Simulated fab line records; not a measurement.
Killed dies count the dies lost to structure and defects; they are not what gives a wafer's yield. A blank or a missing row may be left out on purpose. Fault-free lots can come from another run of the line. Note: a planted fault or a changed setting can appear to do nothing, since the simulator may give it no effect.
A lot that was struck, set against a sound lot -- flow rit-cmos -- 15 out of 202 route steps
Sound: wafers L282.1, L282.3, L282.4. Struck: wafer L288.1 (left out: L288.2, L288.6 of the same lot, which were not struck); the cause appears at the end.
Per side, at each step with rows, come the tool, then ch with its chambers, and then its first start. Under that, the readings that differ: sound wafers -- struck wafers -- difference of the means -- sigmas: that difference in standard deviations of wafers without a fault.
alike: same words and numbers on both sides, and readings whose means sit less than 2 such deviations apart. not compared: any withheld reading, any reading some wafer has no value for, any bound like >300 that may hide the same value, and any number with overlapping values for which the record gives no deviation.
The two part at a step that has a row with sigmas, a row that says differs or no value, or rows on one side only. Non-overlapping numbers with no deviation appear without sigmas and do not part them. A reading missing from all wafers of one side parts the sides only when that side holds two or more wafers.

RIT_GATE_THK_MEAS_07:
  sound on film-metro-01, day 4 22:24; struck on film-metro-01, day 6 04:03
  alike: GATE_OXIDE_THK
then, 1 step without rows for these wafers: RIT_GATE_CVD_08 (deposits poly-Si from SiH4, target thk 250 nm, time 2220 s).
RIT_GATE_THK_MEAS_09:
  sound on film-metro-01, day 5 00:53; struck on film-metro-01, day 6 05:44
reading,sound,struck,difference,sigmas
GATE_POLY_THK (nm),248.8 250.7 249.4,254.7,+5.1,+2
then, 6 steps without rows for these wafers: RIT_GATE_HMDS_10 (prime time 60 s); RIT_GATE_COAT_11 (resist thk 850 nm); RIT_GATE_SOFTBAKE_12 (time 60 s); RIT_GATE_EXPOSE_13 (exposes mask M6, target cd 150 nm); RIT_GATE_PEB_14; RIT_GATE_DEVELOP_15 (develop time 50 s).
RIT_GATE_CD_MEAS_16 targets a cd of 150 nm.
  sound on cd-sem-01, day 5 01:57; struck on cd-sem-01, day 6 06:46
  alike: cd-nm
RIT_GATE_OVL_MEAS_17:
  sound on overlay-01, day 5 02:04; struck on overlay-01, day 6 06:53
reading,sound,struck,difference,sigmas
GATE_OVL (nm),0.2 -2.1 -1.6,1.7,+2.9,+2
then, 1 step without rows for these wafers: RIT_GATE_HARDBAKE_18 (time 60 s).
RIT_GATE_ETCH_19: etches poly-Si in SF6/CHF3/O2, stops on SiO2, time 165 s, target depth 312.5 nm.
  sound on rie-si-01 ch 0,2,3, day 5 02:16; struck on rie-si-01 ch 1, day 6 07:04
reading,sound,struck,difference,sigmas
oes-product-au (a.u.),0.811 0.865 0.869,0.787,-0.061,-4
rf-hours-counter-h (h),79 3 29,96,+59,
run-length-s (s),193.9 193.1 194.0,216.9,+23.2,+39
model.NOVOLAK_of_GATE_COAT_11.thk-nm (nm),668.8 670.7 670.4,653.3,-16.7,
  alike: drypump-motor-current-A, throttle-valve-pct
RIT_GATE_STRIP_20: strips in O2, time 180 s.
  sound on plasma-asher-02 ch 0,1, day 5 02:22; struck on plasma-asher-01 ch 1, day 6 07:11
  alike: drypump-motor-current-A
  not compared: rf-hours-counter-h
RIT_M1_PROBE_99:
  the record has rows for the struck wafers here (prober-02, day 7 04:23) and none for the sound ones

WHERE THEY PART
Earliest at RIT_GATE_THK_MEAS_09; latest, in this record, at RIT_M1_PROBE_99.

WHY: what the simulator had put in
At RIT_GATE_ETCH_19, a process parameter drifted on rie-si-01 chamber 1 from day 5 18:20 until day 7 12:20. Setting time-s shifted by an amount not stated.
